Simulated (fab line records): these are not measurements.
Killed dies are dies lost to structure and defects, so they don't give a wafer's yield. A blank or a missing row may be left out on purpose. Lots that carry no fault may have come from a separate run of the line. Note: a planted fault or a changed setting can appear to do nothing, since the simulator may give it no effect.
Which tool is to blame? | flow berkeley cmos170 | 14 lots with 42 wafers sampled at 2 steps, on a route of 331 steps

WHAT EACH GAUGE READ, for each wafer
The record lacks any reading of a measuring or inspecting step that a usual standard deviation could be used to judge.

EACH LOT AND THE TOOL THAT RAN IT (in order: tool; ch and the chambers of the sampled wafers; start)
lot  | UCB170_NWELL_ETCH_13              | UCB170_NWELL_STRIP_15
L982 | rie diel-03 ch 0,2,3, day 2 14:29 | plasma asher-03 ch 0,1, day 2 14:44
L983 | rie diel-03 ch 0,1,2, day 3 00:58 | plasma asher-04 ch 0,1, day 3 01:13
L984 | rie diel-02 ch 0,1,2, day 3 04:41 | plasma asher-01 ch 0,1, day 3 04:58
L986 | rie diel-03 ch 0,1,3, day 3 12:37 | plasma asher-04 ch 0,1, day 3 12:52
L990 | rie diel-03 ch 2,3, day 3 22:58   | plasma asher-03 ch 0,1, day 3 23:13
L989 | rie diel-02 ch 0,3, day 3 23:13   | plasma asher-03 ch 0,1, day 3 23:30
L994 | rie diel-04 ch 0,2,3, day 5 08:25 | plasma asher-03 ch 0,1, day 5 08:40
L995 | rie diel-04 ch 1,2,3, day 5 11:53 | plasma asher-04 ch 0,1, day 5 12:08
L996 | rie diel-02 ch 0,2,3, day 5 14:51 | plasma asher-03 ch 0,1, day 5 15:06
L100 | rie diel-03 ch 1,2,3, day 6 07:01 | plasma asher-04 ch 0,1, day 6 07:17
L101 | rie diel-03 ch 2,3, day 6 13:08   | plasma asher-03 ch 0,1, day 6 13:23
L102 | rie diel-03 ch 0,2,3, day 6 21:16 | plasma asher-01 ch 0, day 6 21:32
L103 | rie diel-04 ch 1,2,3, day 7 02:28 | plasma asher-03 ch 0,1, day 7 02:43
L104 | rie diel-02 ch 0,1, day 7 03:11   | plasma asher-03 ch 0,1, day 7 03:29
- UCB170_NWELL_ETCH_13: etches Si3N4 in CH3F/Ar/O2, stops on SiO2, target depth 246.4 nm, time 154 s.
- UCB170_NWELL_STRIP_15: strips in O2.

AS READ BY THE TOOLS THEMSELVES (means over the sampled wafers that have a number; for cases with no such wafer, the mark the record gives instead)
UCB170_NWELL_ETCH_13.
lot  | tool        | drypump motor current A (A) | oes product au (a.u.) | throttle valve pct (%)
L982 | rie diel-03 | 5.2                         | 0.943                 | 7.96
L983 | rie diel-03 | 5.2                         | 0.937                 | 8.00
L984 | rie diel-02 | 6.2                         | 0.943                 | 7.98
L986 | rie diel-03 | 5.4                         | 0.758                 | 7.96
L990 | rie diel-03 | 5.4                         | 0.771                 | 7.82
L989 | rie diel-02 | 6.4                         | 0.934                 | 7.93
L994 | rie diel-04 | 5.9                         | 0.945                 | 8.08
L995 | rie diel-04 | 5.5                         | 0.953                 | 8.13
L996 | rie diel-02 | 6.4                         | 0.927                 | 7.92
L100 | rie diel-03 | 5.5                         | 0.931                 | 7.88
L101 | rie diel-03 | 5.4                         | 0.941                 | 7.83
L102 | rie diel-03 | 5.2                         | 0.943                 | 7.95
L103 | rie diel-04 | 5.5                         | 0.944                 | 8.14
L104 | rie diel-02 | 6.1                         | 0.946                 | 8.06

UCB170_NWELL_STRIP_15.
lot  | tool            | drypump motor current A (A) | oes product au (a.u.) | strip time to endpoint s (s)
L982 | plasma asher-03 | 5.3                         | 0.722                 | 18.05
L983 | plasma asher-04 | 5.6                         | 0.724                 | 18.09
L984 | plasma asher-01 | 6.0                         | 0.722                 | 18.14
L986 | plasma asher-04 | 5.6                         | 0.722                 | 19.53
L990 | plasma asher-03 | 5.6                         | 0.722                 | 19.46
L989 | plasma asher-03 | 5.6                         | 0.721                 | 18.03
L994 | plasma asher-03 | 5.3                         | 0.721                 | 17.90
L995 | plasma asher-04 | 5.6                         | 0.724                 | 18.12
L996 | plasma asher-03 | 5.6                         | 0.726                 | 18.14
L100 | plasma asher-04 | 5.6                         | 0.722                 | 18.11
L101 | plasma asher-03 | 5.3                         | 0.722                 | 18.10
L102 | plasma asher-01 | 6.4                         | 0.722                 | 18.19
L103 | plasma asher-03 | 5.3                         | 0.718                 | 18.03
L104 | plasma asher-03 | 5.3                         | 0.724                 | 18.17

THE ANSWER, worked out from the rows above alone
Rule: the lots themselves supply what counts as usual. The widest of any qualifying gaps counts: lots, ordered by their means at a reading, are off when they make up no more than a third of the lots, leave a main group of 4 or more, and stand apart from it by 3 or more times the standard deviation of that group's means. If all means in a main group match to the digits the tables above print for the reading, that group is not used. A lot without any number at a reading at which 4 lots or more have one is off too. All remaining lots with rows at the step are treated as sound. The gauges are gone through in route order, then the tools' own readings, and for those a lot's mean is taken as printed above. At the first step where some lot is off, the reading lying furthest off is the one used; lots without a number count as furthest.
Off: L986, L990 (UCB170_NWELL_ETCH_13, oes product au). The main group: mean 0.941 a.u., standard deviation 0.0069.
A tool fits if, at that step or a process step before it, it ran every lot that is off, and no sound lot after the first of them. No candidate that was tried fits.

WHAT THE SIMULATOR HAD INSERTED
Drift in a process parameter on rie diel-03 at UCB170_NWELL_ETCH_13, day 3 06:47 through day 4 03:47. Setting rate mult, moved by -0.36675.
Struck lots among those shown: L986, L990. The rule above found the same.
